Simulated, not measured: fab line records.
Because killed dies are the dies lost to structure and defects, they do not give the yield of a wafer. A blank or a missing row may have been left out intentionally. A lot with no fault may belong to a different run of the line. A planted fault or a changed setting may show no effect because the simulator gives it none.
Split-lot experiment + flow berkeley cmos170 + 23 wafers read across 5 lots, on a route 331 steps long

== ON THE SPLIT ==
At UCB170_V1_COAT_07 (resist thk 900 nm), the setting spin rpm was moved away from the recipe's 1500 rpm on 9 of the 23 wafers read, by -6.6% to +4.2%. The other wafers ran this setting at the recipe's value.

The reading is taken at the split's own step.

== THE READING ==
KrF_of_V1_COAT_07.thk nm (the simulator's own value, which no gauge read), in nm, at UCB170_V1_COAT_07 (resist thk 900 nm). The file gives no usual value for it. Across the 14 wafers here that went through the recipe, the average is 898.1 nm and the standard deviation 2.2 nm.

| wafer  | tool, chamber at the split | spin rpm as run, rpm | against the recipe | KrF_of_V1_COAT_07.thk nm, nm | against lot-mates on the recipe |
|--------|----------------------------|----------------------|--------------------|------------------------------|---------------------------------|
| L077.1 | litho track-02, 0          | 1434                 | -4.4%              | 919.4                        | +20.0                           |
| L077.2 | litho track-02, 0          | 1434                 | -4.4%              | 917                          | +17.6                           |
| L077.3 | litho track-02, 0          | 1500                 | recipe             | 897.9                        | -                               |
| L077.4 | litho track-02, 0          | 1500                 | recipe             | 900.9                        | -                               |
| L077.6 | litho track-02, 0          | 1434                 | -4.4%              | 921.3                        | +21.9                           |
| L080.1 | litho track-04, 0          | 1500                 | recipe             | 899.6                        | -                               |
| L080.3 | litho track-04, 0          | 1563                 | +4.2%              | 879.8                        | -20.5                           |
| L080.4 | litho track-04, 0          | 1563                 | +4.2%              | 880.1                        | -20.1                           |
| L080.5 | litho track-04, 0          | 1500                 | recipe             | 900.9                        | -                               |
| L080.6 | litho track-04, 0          | 1563                 | +4.2%              | 879.2                        | -21.0                           |
| L082.1 | litho track-01, 0          | 1500                 | recipe             | 896                          | -                               |
| L082.2 | litho track-01, 0          | 1500                 | recipe             | 898.2                        | -                               |
| L082.3 | litho track-01, 0          | 1500                 | recipe             | 897.3                        | -                               |
| L082.4 | litho track-01, 0          | 1500                 | recipe             | 895                          | -                               |
| L082.5 | litho track-01, 0          | 1500                 | recipe             | 896.5                        | -                               |
| L083.1 | litho track-01, 0          | 1500                 | recipe             | 898.2                        | -                               |
| L083.2 | litho track-01, 0          | 1401                 | -6.6%              | 929.6                        | +33.6                           |
| L083.4 | litho track-01, 0          | 1401                 | -6.6%              | 932.1                        | +36.1                           |
| L083.5 | litho track-01, 0          | 1500                 | recipe             | 893.8                        | -                               |
| L083.6 | litho track-01, 0          | 1401                 | -6.6%              | 928                          | +32.0                           |
| L085.1 | litho track-01, 0          | 1500                 | recipe             | 897.9                        | -                               |
| L085.2 | litho track-01, 0          | 1500                 | recipe             | 900.3                        | -                               |
| L085.5 | litho track-01, 0          | 1500                 | recipe             | 901.1                        | -                               |

THE FIT
A straight line over all 23 wafers: KrF_of_V1_COAT_07.thk nm changes by -4.69 nm for each +1% of spin rpm; r = -0.99; the points scatter about the line by 2.1 nm.
The same after taking each lot's own level away (the mean of its wafers on the recipe; 23 wafers): -4.94 nm for each +1%; r = -0.99; scatter 1.7 nm.
On that fit, the largest move of spin rpm shifts the reading by 33 nm.
Measured against the standard deviation above, the lots' own levels, which go from 896.00 to 900.25 nm, span 1.9 times it.
So the lot-to-lot level changes the slope little: the two slopes agree.
Check: +32.3 nm against its lot-mates is what the line predicts for one of the wafers moved furthest among these (-6.6%) when that wafer is left out of the fit. It came out at +33.6 nm against them.

== THE WHOLE CHAIN: every reading that the file lists as answering this split, in the file's order ==
| step               | what it does      | reading                                                                   | change (the file's fit)              | r (the file's) |
|--------------------|-------------------|---------------------------------------------------------------------------|--------------------------------------|----------------|
| UCB170_V1_COAT_07  | resist thk 900 nm | KrF_of_V1_COAT_07.thk nm (the simulator's own value, which no gauge read) | -4.94 nm for each +1% of the setting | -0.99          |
| UCB170_V1_STRIP_15 | strips in O2      | strip time to endpoint s                                                  | withheld for each +1% of the setting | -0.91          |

== THE FILE'S OWN FIT ==
KrF_of_V1_COAT_07.thk nm changes by -4.94 nm for each +1% of spin rpm, r = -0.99.
